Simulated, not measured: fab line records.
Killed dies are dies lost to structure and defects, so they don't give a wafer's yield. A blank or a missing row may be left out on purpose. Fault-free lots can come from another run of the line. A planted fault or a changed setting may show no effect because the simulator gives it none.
Problem report, 8D (eight disciplines) form, completed by code	flow rit-cmos	the parts of the form that need people (team, actions taken, sign-off) are left out

1. THE ISSUE
Wafers free of any fault read 3.01 nm (standard deviation 0.056) for GATE_OXIDE_THK at RIT_GATE_THK_MEAS_07, against a mean of 3.89 nm on 6 wafers of 2 lots. Measured from the usual mean, that is +16 standard deviations.
Earliest sighting: wafer L406.3 on film-metro-02 at day 4 21:42. The record has a number at this step for 21 wafers belonging to 7 lots. Rule for "out" (also "out of limits"): further than 4 standard deviations from the usual mean. Any other wafer with a number is counted as sound.

2. WHAT IT IS, AND WHAT IT ISN'T
question	is	is not
which readings at this step	GATE_OXIDE_THK	-
which lots	L406, L408	L394, L395, L396, L410, L415
which wafers of those lots	all that have a number	-
read on which gauges	film-metro-02	film-metro-01, film-metro-03
when	from day 4 21:42	up to then (9 sound wafers); but 6 sound wafers of L410, L415 came after

3. WHAT RULES OUT EACH SUSPECT
Counting: a tool at any process step up to the reading remains a suspect when it ran all the lots that are out and ran no sound lot after the first of those.
- the gauge at RIT_GATE_THK_MEAS_07: kept. All the wafers that are out were read on film-metro-02, and no step on other tools shows them out.
Remaining after the count: film-metro-02 at RIT_GATE_THK_MEAS_07.

4. THE CAUSE (what the simulator had put in)
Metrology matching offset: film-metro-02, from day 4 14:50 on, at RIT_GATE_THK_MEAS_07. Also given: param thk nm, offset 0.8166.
Only this tool survived the counting.

5. THE CHAIN OF EFFECTS, in route order
One row per reading whose mean, taken over the struck wafers that have a number, lies over 3 standard deviations from the usual. Only readings for which the record gives a usual standard deviation are gone through. hours: the time from each lot's start at the first step in this table that gives one to its start at this step, as a median over the lots. sigmas: the change in usual standard deviations.
hours	step	reading	usual	on struck wafers	change	sigmas
0	RIT_GATE_THK_MEAS_07	GATE_OXIDE_THK	3.01 nm	3.89	+0.88	+16
Later measuring or inspecting steps at which every struck wafer that the step has a row for has a number for every such reading, and none has moved that far: RIT_NLDD_OVL_MEAS_06.

6. WHAT WOULD HAVE CAUGHT IT SOONER
Counted from the fault's start at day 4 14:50, it took 7 hours until the first out-of-limits reading at a measuring or inspecting step in this record, taken at day 4 21:42.
